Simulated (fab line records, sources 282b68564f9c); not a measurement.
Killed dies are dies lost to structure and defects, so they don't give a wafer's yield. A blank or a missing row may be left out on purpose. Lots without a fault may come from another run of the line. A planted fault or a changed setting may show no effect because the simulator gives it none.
One fault seen from 2 desks | flow rit_cmos | each desk has only its own numbers; what lay behind them comes last

THE TOOL OWNER'S DESK: rie_diel-02
The tool's own readings at RIT_ACTIVE_ETCH_13 (etches Si3N4 in SF6, stops on SiO2, time 210 s, target depth 210 nm): means of the sampled wafers that have a number, for each lot that ran on this tool. A lot is out of limits, marked OUT, if its mean lies more than 4 standard deviations from the usual mean; the brackets give that distance.
Columns: A = drypump_motor_current_A at RIT_ACTIVE_ETCH_13, usual 5.8 A; B = oes_product_au at RIT_ACTIVE_ETCH_13, usual 0.823 a.u.; C = rf_fwd_power_W at RIT_ACTIVE_ETCH_13, usual 124.6 W; D = throttle_valve_pct at RIT_ACTIVE_ETCH_13, usual 7.53 %
lot  | first seen here | A   | B     | C     | D
L256 | day 2 21:25     | 5.6 | 0.830 | 124.7 | 7.47
L260 | day 3 18:03     | 5.1 | 0.833 | 124.4 | 7.53
L264 | day 4 15:35     | 5.5 | 0.830 | 124.6 | 7.48
This desk's finding: nothing out of limits on any of the 3 lots.

THE METROLOGY DESK
What the gauges read, lot by lot, whatever tool the lot ran on: means of the sampled wafers that have a number. A lot is out of limits, marked OUT, if its mean lies more than 4 standard deviations from the usual mean; the brackets give that distance.
Columns: A = ACTIVE_OXIDE_THK at RIT_ACTIVE_THK_MEAS_02, usual 46.6 nm; B = ACTIVE_NITRIDE_THK at RIT_ACTIVE_THK_MEAS_04, usual 150.3 nm; C = cd_nm at RIT_ACTIVE_CD_MEAS_11, usual 1400.0 nm
lot  | first seen here | A    | B     | C
L256 | day 2 18:03     | 46.7 | 151.2 | 1398.4
L260 | day 3 15:16     | 46.8 | 148.8 | 1403.3
L264 | day 4 12:50     | 46.3 | 150.7 | 1399.5
L269 | day 5 11:04     | 46.5 | 152.4 | 1398.8
L271 | day 5 21:04     | 47.3 | 149.8 | 1396.1
L273 | day 6 07:03     | 47.6 | 148.9 | 1400.2
This desk's finding: nothing out of limits on any of the 6 lots.

PUT TOGETHER
The tool owner's desk saw nothing out of limits.
The metrology desk saw nothing out of limits.

WHAT THE SIMULATOR HAD PUT IN
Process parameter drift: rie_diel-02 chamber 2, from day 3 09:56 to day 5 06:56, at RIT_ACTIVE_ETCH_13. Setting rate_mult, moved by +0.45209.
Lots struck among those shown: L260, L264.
